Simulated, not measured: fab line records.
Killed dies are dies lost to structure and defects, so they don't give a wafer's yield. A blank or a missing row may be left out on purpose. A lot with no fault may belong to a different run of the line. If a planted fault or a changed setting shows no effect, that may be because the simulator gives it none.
fab line records + flow rit_cmos
record:
- lots: 6
- wafers: 18
- last_day: 7
route steps=202 shown CONTACT@172 M1@184
lots that met no fault: taken from a fault-free run of the same line
start_h: start of the lot's first displayed wafer, in hours after the record's first day + wait_h: hours since the lot's step before + " as in the row above + L1.1+2: a single row standing in for several wafers + - value missing, or start not given + * or withheld: withheld + < > ~ a bound
route shown NAME@n: a module of which the file shows steps, and the number in the route of the first + usual: average and standard deviation across the fault-free wafers + same: alike in all rows + chamber/n: place in a boat + sites: the reading at each site + _std_site: the standard deviation of these + _edge_site: the outer-site mean with the inner-site mean subtracted + radius_mm: how far each site lies from the wafer's centre + mask NAME#n: copy n + behind: tool/chamber where the wafer was last shaped + hold: the reason the lot was held/the length of the hold in hours/how it ended + device: transistor that didn't switch, given as n, p or np + end of line: the same wafers' tests at the end of the route + a step with no rows: only its recipe + killed: dies that structure and defects cost at the first sort, which is not the same as the wafer's yield + map: dies across one wafer; x = killed, . = not, _ = none there
set.NAME: the setting as run; set.NAME@STEP: as run at that earlier step + model.NAME: the simulator's own value behind a step, which no gauge read
lots at selected steps of the route; one table per step, one row per wafer
services: from which hour (start_h, from the record's first day; less than 0 if before it) a tool's chamber was out of use, for how many hours, and why
== steps ==
step: RIT_CONTACT_SOFTBAKE_04
recipe:
- resist: NOVOLAK
- temp_c: 90
- time_s: 60
step: RIT_CONTACT_EXPOSE_05
recipe:
- mask_id: M11
- na: 0.6
- source_shape: conventional
- sigma_outer: 0.5
- target_cd_nm: 1000
- dose_mj: 250
step: RIT_CONTACT_PEB_06
recipe:
- resist: NOVOLAK
- temp_c: withheld
- time_s: withheld
step: RIT_CONTACT_DEVELOP_07
recipe:
- resist: NOVOLAK
- develop_time_s: 120
- dev_temp_c: 24.08
step: RIT_CONTACT_CD_MEAS_08
recipe:
- target_cd_nm: 1000
usual:
- cd_nm: 998.4/2.3
| lot.wafer | tool      | chamber | start_h | wait_h | cd_nm  |
|-----------|-----------|---------|---------|--------|--------|
| L350.1    | cd_sem-02 | -       | 69.90   | -      | 997.3  |
| L350.5    | "         | -       | "       | "      | 1000.4 |
| L350.6    | "         | -       | "       | "      | 996.3  |
| L354.2    | cd_sem-02 | -       | 88.31   | -      | 998.3  |
| L354.4    | "         | -       | "       | "      | 996.4  |
| L354.6    | "         | -       | "       | "      | 999.4  |
| L358.2    | cd_sem-01 | -       | 107.47  | -      | 994.2  |
| L358.4    | "         | -       | "       | "      | 994.4  |
| L358.5    | "         | -       | "       | "      | 994.1  |
| L360.1    | cd_sem-01 | -       | 117.72  | -      | 998.3  |
| L360.3    | "         | -       | "       | "      | 996.9  |
| L360.6    | "         | -       | "       | "      | 997.9  |
| L369.3    | cd_sem-01 | -       | 162.07  | -      | 998.3  |
| L369.5    | "         | -       | "       | "      | 1000.3 |
| L369.6    | "         | -       | "       | "      | 998.8  |
| L370.2    | cd_sem-01 | -       | 167.59  | -      | 998.3  |
| L370.3    | "         | -       | "       | "      | 996.2  |
| L370.6    | "         | -       | "       | "      | 998.5  |
step: RIT_CONTACT_OVL_MEAS_09
usual:
- CONTACT_OVL: -0.4/1.4
| lot.wafer | tool       | chamber | start_h | wait_h | CONTACT_OVL[nm] |
|-----------|------------|---------|---------|--------|-----------------|
| L350.1    | overlay-02 | -       | 70.02   | 0.1    | 0.7             |
| L350.5    | "          | -       | "       | "      | 1.1             |
| L350.6    | "          | -       | "       | "      | 0.8             |
| L354.2    | overlay-01 | -       | 88.41   | 0.1    | -2.8            |
| L354.4    | "          | -       | "       | "      | 0.4             |
| L354.6    | "          | -       | "       | "      | 0.0             |
| L358.2    | overlay-01 | -       | 107.58  | 0.1    | -0.2            |
| L358.4    | "          | -       | "       | "      | -0.2            |
| L358.5    | "          | -       | "       | "      | 0.0             |
| L360.1    | overlay-02 | -       | 117.84  | 0.1    | 0.3             |
| L360.3    | "          | -       | "       | "      | 0.3             |
| L360.6    | "          | -       | "       | "      | -0.1            |
| L369.3    | overlay-02 | -       | 162.16  | 0.1    | -1.6            |
| L369.5    | "          | -       | "       | "      | 1.3             |
| L369.6    | "          | -       | "       | "      | -1.4            |
| L370.2    | overlay-01 | -       | 167.70  | 0.1    | 1.6             |
| L370.3    | "          | -       | "       | "      | 0.5             |
| L370.6    | "          | -       | "       | "      | 1.6             |
step: RIT_CONTACT_HARDBAKE_10
recipe:
- resist: NOVOLAK
- temp_c: 140
- time_s: 60
step: RIT_CONTACT_ETCH_11
recipe:
- target_depth_a: 4800
- over_etch_frac: 0.2
- stop_on: TiSi2
- chemistry: CHF3/CF4/Ar
- target: SiO2
- CHF3_flow_sccm: 50
- cf4_flow_sccm: 10
- Ar_flow_sccm: 100
- O2_flow_sccm: 5
- pressure_mtorr: 100
- rf_w: 200
- time_s: 320
usual:
- drypump_motor_current_A: 5.8/0.55
- oes_product_au: 0.989/0.011
- throttle_valve_pct: 8.85/0.11
| lot.wafer | tool        | chamber | start_h | wait_h | drypump_motor_current_A | oes_product_au | rf_hours_counter_h | throttle_valve_pct |
|-----------|-------------|---------|---------|--------|-------------------------|----------------|--------------------|--------------------|
| L350.1    | rie_diel-01 | 1       | 70.24   | 0.1    | 6.1                     | 1.017          | 155                | 8.83               |
| L350.5    | "           | 0       | "       | "      | 6.1                     | 0.988          | -                  | 8.77               |
| L350.6    | "           | 1       | "       | "      | 6.1                     | 1.013          | -                  | 8.85               |
| L354.2    | rie_diel-03 | 0       | 88.59   | 0.1    | 5.7                     | 0.987          | 6                  | 8.79               |
| L354.4    | "           | 2       | "       | "      | 5.9                     | 1.003          | -                  | 9.00               |
| L354.6    | "           | 0       | "       | "      | 5.7                     | 0.979          | -                  | 8.79               |
| L358.2    | rie_diel-02 | 2       | 107.76  | 0.1    | 5.5                     | 0.979          | 13                 | 8.95               |
| L358.4    | "           | 3       | "       | "      | 5.7                     | 0.993          | 94                 | 8.97               |
| L358.5    | "           | 1       | "       | "      | 6.5                     | 0.981          | -                  | 8.72               |
| L360.1    | rie_diel-02 | 0       | 118.03  | 0.1    | 4.8                     | 0.996          | 72                 | 8.74               |
| L360.3    | "           | 1       | "       | "      | 6.5                     | 0.995          | 145                | 8.74               |
| L360.6    | "           | 1       | "       | "      | 6.5                     | 0.984          | -                  | 8.74               |
| L369.3    | rie_diel-01 | 0       | 162.39  | 0.1    | 6.1                     | 0.985          | 2                  | 8.78               |
| L369.5    | "           | 3       | "       | "      | 6.0                     | 0.975          | -                  | 8.72               |
| L369.6    | "           | 0       | "       | "      | 6.1                     | 0.987          | -                  | 8.75               |
| L370.2    | rie_diel-03 | 2       | 167.88  | 0.1    | 5.9                     | 1.013          | 61                 | 9.01               |
| L370.3    | "           | 1       | "       | "      | 5.0                     | 0.965          | 77                 | 8.69               |
| L370.6    | "           | 3       | "       | "      | 6.2                     | 0.978          | -                  | 8.94               |
step: RIT_CONTACT_STRIP_12
recipe:
- chemistry: O2
- time_s: 180
- resist: NOVOLAK
- platen_temp_c: withheld
- power_w: 500
- pressure_mtorr: 4000
- o2_flow_sccm: 4000
usual:
- drypump_motor_current_A: 6.0/0.47
| lot.wafer | tool            | chamber | start_h | wait_h | drypump_motor_current_A | rf_hours_counter_h |
|-----------|-----------------|---------|---------|--------|-------------------------|--------------------|
| L350.1    | plasma_asher-01 | 0       | 70.43   | 0.1    | 6.6                     | 42                 |
| L350.5    | "               | 1       | "       | "      | 6.4                     | -                  |
| L350.6    | "               | 0       | "       | "      | 6.6                     | -                  |
| L354.2    | plasma_asher-03 | 0       | 88.79   | 0.1    | 6.3                     | 45                 |
| L354.4    | "               | 0       | "       | "      | 6.3                     | -                  |
| L354.6    | "               | 1       | "       | "      | 5.6                     | -                  |
| L358.2    | plasma_asher-04 | 0       | 107.95  | 0.1    | 5.8                     | 47                 |
| L358.4    | "               | 0       | "       | "      | 5.8                     | -                  |
| L358.5    | "               | 0       | "       | "      | 5.7                     | -                  |
| L360.1    | plasma_asher-04 | 0       | 118.23  | 0.1    | 5.7                     | 49                 |
| L360.3    | "               | 1       | "       | "      | 5.4                     | -                  |
| L360.6    | "               | 1       | "       | "      | 5.4                     | -                  |
| L369.3    | plasma_asher-03 | 0       | 162.64  | 0.2    | 6.3                     | -                  |
| L369.5    | "               | 1       | "       | "      | 5.6                     | -                  |
| L369.6    | "               | 0       | "       | "      | 6.3                     | -                  |
| L370.2    | plasma_asher-04 | 0       | 168.07  | 0.1    | 5.7                     | 53                 |
| L370.3    | "               | 0       | "       | "      | 5.8                     | -                  |
| L370.6    | "               | 1       | "       | "      | 5.4                     | -                  |
step: RIT_CONTACT_CD_MEAS_90
recipe:
- target_cd_nm: 1000
usual:
- cd_nm: 998.4/2.3
| lot.wafer | tool      | chamber | start_h | wait_h | cd_nm  |
|-----------|-----------|---------|---------|--------|--------|
| L350.1    | cd_sem-01 | -       | 70.61   | 0.1    | 997.0  |
| L350.5    | "         | -       | "       | "      | 999.9  |
| L350.6    | "         | -       | "       | "      | 995.7  |
| L354.2    | cd_sem-02 | -       | 88.98   | 0.1    | 998.2  |
| L354.4    | "         | -       | "       | "      | 996.5  |
| L354.6    | "         | -       | "       | "      | 999.5  |
| L358.2    | cd_sem-02 | -       | 108.15  | 0.1    | 994.1  |
| L358.4    | "         | -       | "       | "      | 993.9  |
| L358.5    | "         | -       | "       | "      | 993.9  |
| L360.1    | cd_sem-01 | -       | 118.40  | 0.1    | 998.3  |
| L360.3    | "         | -       | "       | "      | 996.6  |
| L360.6    | "         | -       | "       | "      | 997.9  |
| L369.3    | cd_sem-01 | -       | 162.80  | 0.1    | 997.9  |
| L369.5    | "         | -       | "       | "      | 1000.2 |
| L369.6    | "         | -       | "       | "      | 998.4  |
| L370.2    | cd_sem-02 | -       | 168.27  | 0.1    | 997.8  |
| L370.3    | "         | -       | "       | "      | 996.0  |
| L370.6    | "         | -       | "       | "      | 997.9  |
step: RIT_CONTACT_CLEAN_13
recipe:
- chemistry: SC1
- mix: 3:3:50
- time_s: 600
- temp_c: 75
step: RIT_CONTACT_CLEAN_14
recipe:
- chemistry: SC2
- mix: 3:3:50
- time_s: 600
- temp_c: 75
- dry: n2_spin
step: RIT_M1_SPUTTER_00
recipe:
- material: Al
- target_thk_nm: 400
- power_w: 2000
- chamber_pressure_pa: 0.4
- gas: Ar
- time_s: 500
- substrate_temp_c: 25
usual:
- throttle_valve_pct: 30.1/0.97
| lot.wafer | tool           | chamber | start_h | wait_h | throttle_valve_pct | model.Al_of_M1_SPUTTER_00.thk_nm |
|-----------|----------------|---------|---------|--------|--------------------|----------------------------------|
| L350.1    | pvd_sputter-04 | -       | 71.09   | 0.0    | 29.6               | 402                              |
| L350.5    | "              | -       | "       | "      | 30.6               | 400.5                            |
| L350.6    | "              | -       | "       | "      | 29.8               | 401.9                            |
| L354.2    | pvd_sputter-04 | -       | 89.45   | 0.0    | 31.0               | 398.9                            |
| L354.4    | "              | -       | "       | "      | 30.0               | 394.6                            |
| L354.6    | "              | -       | "       | "      | 30.0               | 398.5                            |
| L358.2    | pvd_sputter-04 | -       | 108.60  | 0.0    | 30.0               | 519                              |
| L358.4    | "              | -       | "       | "      | 29.8               | 524.3                            |
| L358.5    | "              | -       | "       | "      | 31.0               | 522.9                            |
| L360.1    | pvd_sputter-04 | -       | 118.87  | 0.0    | 30.1               | 525                              |
| L360.3    | "              | -       | "       | "      | 30.3               | 521.8                            |
| L360.6    | "              | -       | "       | "      | 29.8               | 523.2                            |
| L369.3    | pvd_sputter-01 | -       | 163.23  | 0.0    | 29.7               | 401                              |
| L369.5    | "              | -       | "       | "      | 29.9               | 402.2                            |
| L369.6    | "              | -       | "       | "      | 28.1               | 401                              |
| L370.2    | pvd_sputter-01 | -       | 168.73  | 0.0    | 30.9               | 405.5                            |
| L370.3    | "              | -       | "       | "      | 28.1               | 399.1                            |
| L370.6    | "              | -       | "       | "      | 29.5               | 401.1                            |
step: RIT_M1_RS_MEAS_01
recipe:
- thk_meas_gauge: four-point-probe
- reads: Al_of_M1_SPUTTER_00
usual:
- M1_AL_RS: 0.0733/0.0008
| lot.wafer | tool          | chamber | start_h | wait_h | M1_AL_RS[ohm/sq] |
|-----------|---------------|---------|---------|--------|------------------|
| L350.1    | film_metro-03 | -       | 71.39   | 0.1    | 0.0731           |
| L350.5    | "             | -       | "       | "      | 0.0734           |
| L350.6    | "             | -       | "       | "      | 0.0731           |
| L354.2    | film_metro-01 | -       | 89.76   | 0.2    | 0.0737           |
| L354.4    | "             | -       | "       | "      | 0.0744           |
| L354.6    | "             | -       | "       | "      | 0.0737           |
| L358.2    | film_metro-03 | -       | 108.91  | 0.2    | 0.0563           |
| L358.4    | "             | -       | "       | "      | 0.0558           |
| L358.5    | "             | -       | "       | "      | 0.0561           |
| L360.1    | film_metro-03 | -       | 119.16  | 0.1    | 0.0558           |
| L360.3    | "             | -       | "       | "      | 0.0560           |
| L360.6    | "             | -       | "       | "      | 0.0558           |
| L369.3    | film_metro-03 | -       | 163.57  | 0.2    | 0.0732           |
| L369.5    | "             | -       | "       | "      | 0.0729           |
| L369.6    | "             | -       | "       | "      | 0.0732           |
| L370.2    | film_metro-02 | -       | 169.05  | 0.2    | 0.0724           |
| L370.3    | "             | -       | "       | "      | 0.0736           |
| L370.6    | "             | -       | "       | "      | 0.0732           |
step: RIT_M1_THK_MEAS_02
recipe:
- thk_meas_gauge: xrf
- reads: Al_of_M1_SPUTTER_00
usual:
- M1_AL_THK: 402/4.7
| lot.wafer | tool          | chamber | start_h | wait_h | M1_AL_THK[nm] |
|-----------|---------------|---------|---------|--------|---------------|
| L350.1    | film_metro-03 | -       | 71.51   | 0.1    | 407           |
| L350.5    | "             | -       | "       | "      | 403           |
| L350.6    | "             | -       | "       | "      | 406           |
| L354.2    | film_metro-01 | -       | 89.87   | 0.1    | 398           |
| L354.4    | "             | -       | "       | "      | 395           |
| L354.6    | "             | -       | "       | "      | 398           |
| L358.2    | film_metro-03 | -       | 109.02  | 0.1    | 520           |
| L358.4    | "             | -       | "       | "      | 525           |
| L358.5    | "             | -       | "       | "      | 528           |
| L360.1    | film_metro-03 | -       | 119.28  | 0.1    | 529           |
| L360.3    | "             | -       | "       | "      | 523           |
| L360.6    | "             | -       | "       | "      | 525           |
| L369.3    | film_metro-03 | -       | 163.67  | 0.1    | 403           |
| L369.5    | "             | -       | "       | "      | 405           |
| L369.6    | "             | -       | "       | "      | 402           |
| L370.2    | film_metro-02 | -       | 169.16  | 0.1    | 404           |
| L370.3    | "             | -       | "       | "      | 400           |
| L370.6    | "             | -       | "       | "      | 403           |
step: RIT_M1_HMDS_03
recipe:
- prime_time_s: 61.38
- prime_temp_c: 140
step: RIT_M1_COAT_04
recipe:
- resist: NOVOLAK
- spin_rpm: 2000
- resist_thk_nm: 1300
step: RIT_M1_SOFTBAKE_05
recipe:
- resist: NOVOLAK
- temp_c: 90
- time_s: 60
step: RIT_M1_EXPOSE_06
recipe:
- mask_id: M12
- na: 0.6
- source_shape: conventional
- sigma_outer: 0.5
- target_cd_nm: 2600
- dose_mj: 250
step: RIT_M1_PEB_07
recipe:
- resist: NOVOLAK
- temp_c: withheld
- time_s: withheld
step: RIT_M1_DEVELOP_08
recipe:
- resist: NOVOLAK
- develop_time_s: 68
- dev_temp_c: 23
step: RIT_M1_CD_MEAS_09
recipe:
- target_cd_nm: 2600
usual:
- cd_nm: 2600.0/2
| lot.wafer | tool      | chamber | start_h | wait_h | cd_nm  |
|-----------|-----------|---------|---------|--------|--------|
| L350.1    | cd_sem-01 | -       | 72.57   | -      | 2598.9 |
| L350.5    | "         | -       | "       | "      | 2599.3 |
| L350.6    | "         | -       | "       | "      | 2601.0 |
| L354.2    | cd_sem-01 | -       | 90.95   | -      | 2604.0 |
| L354.4    | "         | -       | "       | "      | 2602.2 |
| L354.6    | "         | -       | "       | "      | 2604.0 |
| L358.2    | cd_sem-01 | -       | 109.97  | -      | 2601.6 |
| L358.4    | "         | -       | "       | "      | 2599.4 |
| L358.5    | "         | -       | "       | "      | 2599.4 |
| L360.1    | cd_sem-01 | -       | 120.22  | -      | 2600.3 |
| L360.3    | "         | -       | "       | "      | 2601.3 |
| L360.6    | "         | -       | "       | "      | 2597.9 |
| L369.3    | cd_sem-02 | -       | 164.80  | -      | 2599.4 |
| L369.5    | "         | -       | "       | "      | 2596.7 |
| L369.6    | "         | -       | "       | "      | 2600.6 |
| L370.2    | cd_sem-01 | -       | 170.22  | -      | 2600.3 |
| L370.3    | "         | -       | "       | "      | 2600.0 |
| L370.6    | "         | -       | "       | "      | 2596.9 |
step: RIT_M1_OVL_MEAS_10
usual:
- M1_OVL: 0.3/1.6
| lot.wafer | tool       | chamber | start_h | wait_h | M1_OVL[nm] |
|-----------|------------|---------|---------|--------|------------|
| L350.1    | overlay-01 | -       | 72.69   | 0.1    | -0.5       |
| L350.5    | "          | -       | "       | "      | 1.2        |
| L350.6    | "          | -       | "       | "      | 0.0        |
| L354.2    | overlay-02 | -       | 91.05   | 0.1    | -2.7       |
| L354.4    | "          | -       | "       | "      | -1.0       |
| L354.6    | "          | -       | "       | "      | -0.5       |
| L358.2    | overlay-01 | -       | 110.08  | 0.1    | 3.6        |
| L358.4    | "          | -       | "       | "      | 2.1        |
| L358.5    | "          | -       | "       | "      | 1.5        |
| L360.1    | overlay-02 | -       | 120.34  | 0.1    | -0.3       |
| L360.3    | "          | -       | "       | "      | -0.5       |
| L360.6    | "          | -       | "       | "      | -1.3       |
| L369.3    | overlay-01 | -       | 164.90  | 0.1    | -1.7       |
| L369.5    | "          | -       | "       | "      | -1.5       |
| L369.6    | "          | -       | "       | "      | -1.5       |
| L370.2    | overlay-02 | -       | 170.33  | 0.1    | -0.6       |
| L370.3    | "          | -       | "       | "      | -0.9       |
| L370.6    | "          | -       | "       | "      | 0.1        |
step: RIT_M1_HARDBAKE_11
recipe:
- resist: NOVOLAK
- temp_c: 140
- time_s: 120
step: RIT_M1_METAL_ETCH_12
recipe:
- stop_on: SiO2
- chemistry: Cl2/BCl3
- target: Al
- time_s: 165
- over_etch_frac: 0.5
- pressure_mtorr: 100
- target_depth_a: 6000
- rf_w: 250
- Cl2_flow_sccm: 60
- bcl3_flow_sccm: 50
usual:
- drypump_motor_current_A: 5.5/0.59
- oes_product_au: 0.768/0.012
- throttle_valve_pct: 8.26/0.12
| lot.wafer | tool         | chamber | start_h | wait_h | drypump_motor_current_A | oes_product_au | rf_hours_counter_h | throttle_valve_pct |
|-----------|--------------|---------|---------|--------|-------------------------|----------------|--------------------|--------------------|
| L350.1    | rie_metal-03 | 1       | 72.98   | 0.2    | 5.7                     | 0.781          | 3                  | 8.22               |
| L350.5    | "            | 1       | "       | "      | 5.7                     | 0.782          | -                  | 8.21               |
| L350.6    | "            | 0       | "       | "      | 5.1                     | 0.772          | -                  | 8.05               |
| L354.2    | rie_metal-04 | 1       | 91.33   | 0.2    | 5.4                     | 0.776          | 1                  | 8.29               |
| L354.4    | "            | 1       | "       | "      | 5.4                     | 0.773          | -                  | 8.29               |
| L354.6    | "            | 0       | "       | "      | 6.7                     | 0.760          | -                  | 8.33               |
| L358.2    | rie_metal-02 | 1       | 110.36  | 0.2    | 5.0                     | 0.893          | 34                 | 8.35               |
| L358.4    | "            | 1       | "       | "      | 5.0                     | 0.888          | -                  | 8.34               |
| L358.5    | "            | 1       | "       | "      | 5.0                     | 0.887          | -                  | 8.34               |
| L360.1    | rie_metal-02 | 0       | 120.63  | 0.2    | 4.8                     | 0.892          | 35                 | 8.38               |
| L360.3    | "            | 0       | "       | "      | 4.8                     | 0.880          | -                  | 8.39               |
| L360.6    | "            | 0       | "       | "      | 4.8                     | 0.893          | -                  | 8.39               |
| L369.3    | rie_metal-03 | 1       | 165.22  | 0.2    | 5.7                     | 0.779          | -                  | 8.23               |
| L369.5    | "            | 1       | "       | "      | 5.7                     | 0.786          | -                  | 8.23               |
| L369.6    | "            | 0       | "       | "      | 5.2                     | 0.766          | -                  | 8.03               |
| L370.2    | rie_metal-04 | 0       | 170.61  | 0.2    | 6.7                     | 0.773          | 2                  | 8.32               |
| L370.3    | "            | 0       | "       | "      | 6.7                     | 0.755          | -                  | 8.35               |
| L370.6    | "            | 0       | "       | "      | 6.7                     | 0.749          | -                  | 8.35               |
step: RIT_M1_STRIP_13
recipe:
- chemistry: nmp
- resist: NOVOLAK
- temp_c: 80
- time_s: 600
- dry: n2_spin
step: RIT_M1_PROBE_99
usual:
- defect_limited_yield: 97.6/1.1
- killed_at_front_end: 6.3/2.9
- killed_dies: 6.4/2.9
- killed_open: 3.3/2.1
- killed_short: 3.1/1.7
same:
- gross_dies: 264
- killed_at_M0_to_M3: 0
- killed_at_M4_up: 0
- killed_at_back_side: 0
- killed_at_contacts: 0
- killed_at_other: 0
| lot.wafer | tool      | chamber | start_h | wait_h | defect_limited_yield[%] | killed_at_front_end | killed_dies | killed_open | killed_short | model.etest.tester.sort_n_pass | model.etest.tester.sort_yield_pct | model.etest.m1_comb_over_steps.leak_log10_a_um | model.etest.m1.rs_ohm_sq | model.etest.antenna_m1.vt_shift_v |
|-----------|-----------|---------|---------|--------|-------------------------|---------------------|-------------|-------------|--------------|--------------------------------|-----------------------------------|------------------------------------------------|--------------------------|-----------------------------------|
| L350.1    | prober-02 | -       | 75.23   | 0.1    | 99.2                    | 2                   | 2           | 1           | 1            | 262                            | 99.24                             | -12.82                                         | 0.07202                  | -0.007031                         |
| L350.5    | prober-02 | -       | 75.43   | 0.2    | 98.9                    | 3                   | 3           | 1           | 2            | 261                            | 98.86                             | -12.85                                         | 0.07237                  | -0.007109                         |
| L350.6    | prober-02 | -       | 75.48   | 0.2    | 95.1                    | 13                  | 13          | 7           | 6            | 251                            | 95.08                             | -12.72                                         | 0.07227                  | -0.01523                          |
| L354.2    | prober-02 | -       | 93.65   | 0.1    | 97.0                    | 8                   | 8           | 5           | 3            | 256                            | 96.97                             | -12.72                                         | 0.0723                   | -0.01419                          |
| L354.4    | prober-02 | -       | 93.75   | 0.2    | 96.2                    | 10                  | 10          | 6           | 4            | 254                            | 96.21                             | -12.76                                         | 0.07345                  | -0.0117                           |
| L354.6    | prober-02 | -       | 93.85   | 0.2    | 98.9                    | 3                   | 3           | 3           | 0            | 261                            | 98.86                             | -12.82                                         | 0.07309                  | -0.01141                          |
| L358.2    | prober-02 | -       | 112.69  | 0.1    | 98.5                    | 4                   | 4           | 2           | 2            | 260                            | 98.48                             | -10.54                                         | 0.05552                  | -0.009381                         |
| L358.4    | prober-02 | -       | 112.79  | 0.2    | 98.5                    | 4                   | 4           | 2           | 2            | 203                            | 76.89                             | -10.06                                         | 0.05583                  | -0.004642                         |
| L358.5    | prober-02 | -       | 112.84  | 0.2    | 98.5                    | 4                   | 4           | 3           | 1            | 239                            | 90.53                             | -10.26                                         | 0.05564                  | -0.006555                         |
| L360.1    | prober-01 | -       | 123.67  | 0.1    | 97.0                    | 8                   | 8           | 3           | 5            | 256                            | 96.97                             | -10.62                                         | 0.05491                  | -0.005385                         |
| L360.3    | prober-01 | -       | 123.77  | 0.2    | 98.5                    | 4                   | 4           | 2           | 2            | 260                            | 98.48                             | -10.67                                         | 0.05515                  | -0.001889                         |
| L360.6    | prober-01 | -       | 123.92  | 0.2    | 97.3                    | 7                   | 7           | 2           | 5            | 257                            | 97.35                             | -10.72                                         | 0.05591                  | -0.005199                         |
| L369.3    | prober-02 | -       | 170.53  | 0.2    | 97.7                    | 6                   | 6           | 0           | 6            | 258                            | 97.73                             | -12.9                                          | 0.07329                  | -0.01131                          |
| L369.5    | prober-02 | -       | 170.63  | 0.2    | 99.2                    | 2                   | 2           | 2           | 0            | 262                            | 99.24                             | -12.82                                         | 0.07206                  | -0.01349                          |
| L369.6    | prober-02 | -       | 170.68  | 0.2    | 97.7                    | 6                   | 6           | 1           | 5            | 258                            | 97.73                             | -12.9                                          | 0.07241                  | -0.009815                         |
| L370.2    | prober-01 | -       | 175.25  | 0.1    | 98.1                    | 5                   | 5           | 1           | 3            | 259                            | 98.11                             | -12.79                                         | 0.07155                  | -0.009652                         |
| L370.3    | prober-01 | -       | 175.30  | 0.2    | 95.5                    | 12                  | 12          | 8           | 3            | 252                            | 95.45                             | -12.86                                         | 0.07273                  | -0.00893                          |
| L370.6    | prober-01 | -       | 175.45  | 0.2    | 98.5                    | 4                   | 4           | 2           | 2            | 260                            | 98.48                             | -12.71                                         | 0.0723                   | -0.01262                          |
killed by level:class
L350.1 FOX1:geometric_particle:short=1 FOX1:geometric_particle:open=1
L350.5 FOX1:geometric_particle:open=1 FOX1:geometric_particle:short=1 GATE:geometric_particle:short=1
L350.6 SILICIDE:geometric_particle:short=5 REOX:geometric_particle:open=4 GATE:geometric_particle:open=2 REOX:geometric_particle:short=1 SILICIDE:geometric_particle:open=1
L354.2 GATE:geometric_particle:short=2 SPACER:geometric_particle:open=2 SILICIDE:geometric_particle:open=2 FOX2:geometric_particle:open=1 REOX:geometric_particle:short=1
L354.4 GATE:geometric_particle:short=3 GATE:geometric_particle:open=3 FOX1:geometric_particle:open=1 SPACER:geometric_particle:open=1 SILICIDE:geometric_particle:short=1 SILICIDE:geometric_particle:open=1
L354.6 SPACER:geometric_particle:open=2 GATE:geometric_particle:open=1
L358.2 SILICIDE:geometric_particle:open=2 FOX2:geometric_particle:short=1 SILICIDE:geometric_particle:short=1
L358.4 GATE:geometric_particle:short=1 GATE:geometric_particle:open=1 SPACER:geometric_particle:open=1 SILICIDE:geometric_particle:short=1
L358.5 GATE:geometric_particle:open=2 GATE:geometric_particle:short=1 SPACER:geometric_particle:open=1
L360.1 GATE:geometric_particle:short=2 GATE:geometric_particle:open=1 REOX:geometric_particle:short=1 REOX:geometric_particle:open=1 SPACER:geometric_particle:short=1 SILICIDE:geometric_particle:open=1 SILICIDE:geometric_particle:short=1
L360.3 FOX2:geometric_particle:open=1 GATE:geometric_particle:short=1 REOX:geometric_particle:open=1 REOX:geometric_particle:short=1
L360.6 FOX1:geometric_particle:open=2 GATE:geometric_particle:short=2 FOX1:geometric_particle:short=1 REOX:geometric_particle:short=1 SPACER:geometric_particle:short=1
L369.3 GATE:geometric_particle:short=2 SILICIDE:geometric_particle:short=2 FOX1:geometric_particle:short=1 SPACER:geometric_particle:short=1
L369.5 FOX1:geometric_particle:open=2
L369.6 REOX:geometric_particle:short=2 FOX1:geometric_particle:short=1 GATE:geometric_particle:short=1 REOX:geometric_particle:open=1 SILICIDE:geometric_particle:short=1
L370.2 REOX:geometric_particle:short=2 FOX1:geometric_particle:short=1 GATE:geometric_particle:open=1 NWELL:coat_microbubble_printed=1
L370.3 GATE:geometric_particle:open=3 REOX:geometric_particle:open=3 FOX1:geometric_particle:open=2 REOX:geometric_particle:short=2 GATE:geometric_particle:short=1 NWELL:coat_microbubble_printed=1
L370.6 GATE:geometric_particle:short=2 GATE:geometric_particle:open=2
== services ==
| tool            | chamber | start_h | hours | kind                   |
|-----------------|---------|---------|-------|------------------------|
| plasma_asher-03 | -       | 52.92   | 0.6   | repair                 |
| pvd_sputter-04  | -       | 55.86   | 1.9   | repair                 |
| pvd_sputter-04  | -       | 61.35   | 7.5   | repair                 |
| rie_metal-02    | -       | 70.32   | 0.4   | repair                 |
| rie_diel-01     | 0       | 72.89   | -     | clean                  |
| rie_diel-01     | 0       | 72.89   | -     | consumable_replace:esc |
| rie_diel-01     | 0       | 72.89   | 21.3  | scheduled_down         |
| rie_diel-01     | 0       | 72.89   | 21.3  | vent_cycle             |
| plasma_asher-01 | -       | 76.21   | 2.8   | pm                     |
| rie_diel-03     | 1       | 79.70   | 9.6   | repair                 |
| pvd_sputter-01  | -       | 83.96   | 1.1   | repair                 |
| rie_diel-03     | -       | 93.04   | 65.3  | repair                 |
| pvd_sputter-04  | -       | 104.57  | 3.6   | repair                 |
| plasma_asher-03 | -       | 108.80  | 9.0   | pm                     |
| plasma_asher-03 | 0       | 108.80  | 9.0   | vent_cycle             |
| rie_diel-01     | 2       | 120.15  | 6.0   | repair                 |
| rie_metal-04    | -       | 120.25  | 2.8   | pm                     |
| plasma_asher-04 | -       | 125.93  | 8.0   | repair                 |
| pvd_sputter-04  | -       | 128.38  | 0.5   | repair                 |
| rie_metal-02    | -       | 136.12  | 20.0  | pm                     |
| pvd_sputter-01  | -       | 140.22  | 10.2  | repair                 |
| rie_metal-04    | 0       | 155.30  | 9.7   | repair                 |
| plasma_asher-04 | -       | 160.90  | 2.3   | repair                 |
| plasma_asher-01 | -       | 162.29  | 0.7   | repair                 |
== key ==
first_sign:
- step: RIT_M1_RS_MEAS_01
- reading: M1_AL_RS
- direction: down
- sigmas: 22
- usual: 0.0733
- struck: 0.0559
effect:
- step: RIT_M1_THK_MEAS_02
- reading: M1_AL_THK
- direction: up
- sigmas: 26
- usual: 402
- struck: 525
effect:
- step: RIT_M1_METAL_ETCH_12
- reading: oes_product_au
- direction: up
- sigmas: 9.9
- usual: 0.768
- struck: 0.889
model_effect:
- step: RIT_M1_SPUTTER_00
- value: Al_of_M1_SPUTTER_00.thk_nm
- without: 404.1
- struck: 522.7
model_effect:
- step: RIT_M1_PROBE_99
- value: etest.tester.sort_n_pass
- without: 258.8
- struck: 245.8
met_at RIT_M1_SPUTTER_00
struck_wafers L358.2,L358.4,L358.5,L360.1,L360.3,L360.6
onset_between 89.45 108.60
also_fits RIT_CONTACT_ETCH_11:rie_diel-02
fault:
- kind: process_parameter_drift
- tool: pvd_sputter-04
- chamber: -
- onset_h: 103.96
- steps: RIT_M1_SPUTTER_00
- channel: target_thk_nm
- offset: 118.61
- shape: step
- end_h: 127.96
- acts_in: these_recipes_only
- stated: 400
